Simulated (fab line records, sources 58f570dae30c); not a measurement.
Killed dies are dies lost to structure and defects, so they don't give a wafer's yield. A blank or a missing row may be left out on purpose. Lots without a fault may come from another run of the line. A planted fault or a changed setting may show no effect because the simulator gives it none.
Problem report in the 8D (eight disciplines) form, filled by code | flow berkeley_cmos170 | the parts of the form that need people (team, actions taken, sign-off) are left out

1. THE PROBLEM
M2_AL_RS at UCB170_M2_RS_MEAS_02 reads a mean of 0.0267 ohm/sq on 2 wafers of 2 lots; wafers without a fault read 0.0322 ohm/sq with a standard deviation of 0.00038. That is -14 standard deviations from the usual mean.
The step: measures by four-point-probe.
First seen on wafer L662.4, day 11 15:04, on film_metro-02. The record holds 42 wafers of 14 lots with a number at this step. Rule for "out", or "out of limits": more than 4 standard deviations from the usual mean. The other wafers with a number count as sound.

2. WHAT IT IS AND WHAT IT IS NOT
question                    | is                | is not
which readings at this step | M2_AL_RS          | -
which lots                  | L662, L667        | L646, L647, L648, L649, L650, L652, L653, L654, L655, L657, L658, L668
which wafers of those lots  | L662.4, L667.3    | L662.3, L662.5, L667.5, L667.6
read on which gauges        | film_metro-02     | film_metro-01, film_metro-04
when                        | from day 11 15:04 | up to then (35 sound wafers); but 5 sound wafers of L667, L668 came after

3. SUSPECTS, AND WHAT RULES EACH OUT
Counting: a tool at a process step up to the reading stays a suspect if it ran every lot that is out. Sound lots after the first of them don't rule it out here, since some wafers of a struck lot are sound.
- the gauge at UCB170_M2_RS_MEAS_02: ruled out. All the wafers that are out were read on film_metro-02, but those of them that UCB170_M2_METAL_ETCH_18 has rows for are out there too, on other tools.
- pvd_sputter-01 at UCB170_M2_SPUTTER_01 (material Al, target thk 900 nm, time 120 s): kept. It ran every lot that is out, first L662 (day 11 14:56); its last sound lot up to then is L657 (day 10 02:20).
Left after counting: pvd_sputter-01 at UCB170_M2_SPUTTER_01.

4. THE CAUSE (what the simulator had put in)
Process parameter drift: pvd_sputter-01, from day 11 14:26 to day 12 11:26, at UCB170_M2_SPUTTER_01. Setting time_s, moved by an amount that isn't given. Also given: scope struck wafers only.
Counting left only this tool.

5. THE CHAIN OF EFFECTS, in route order
Each row: a reading whose mean over the struck wafers that have a number lies more than 3 standard deviations from the usual. Only readings for which the record gives a usual standard deviation are gone through. hours: the time from each lot's start at the first step in this table that gives one to its start at this step, as a median over the lots. sigmas: the change in usual standard deviations.
hours | step                    | reading        | usual         | on struck wafers | change  | sigmas
0     | UCB170_M2_RS_MEAS_02    | M2_AL_RS       | 0.0322 ohm/sq | 0.0267           | -0.0055 | -14
0     | UCB170_M2_THK_MEAS_03   | M2_AL_THK      | 907 nm        | 1092             | +184    | +15
3     | UCB170_M2_METAL_ETCH_18 | oes_product_au | 0.853 a.u.    | 0.974            | +0.121  | +7.6
The process steps in it:
- UCB170_M2_METAL_ETCH_18: etches Al in Cl2/BCl3, stops on SiO2, target depth 1170 nm, time 195 s.

6. WHAT WOULD HAVE CAUGHT IT SOONER
In this record the first reading out of limits at a measuring or inspecting step was taken at day 11 15:04, 1 hour after the fault began at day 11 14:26.
Of the tool readings at UCB170_M2_SPUTTER_01 for which the record gives a usual standard deviation, none was out on any struck wafer, so an alarm limit of 4 standard deviations on them would not have fired.
Of the lots that are out (2), L667 began UCB170_M2_SPUTTER_01 on pvd_sputter-01 after day 11 15:04. A hold on the tool at that time would have spared it.
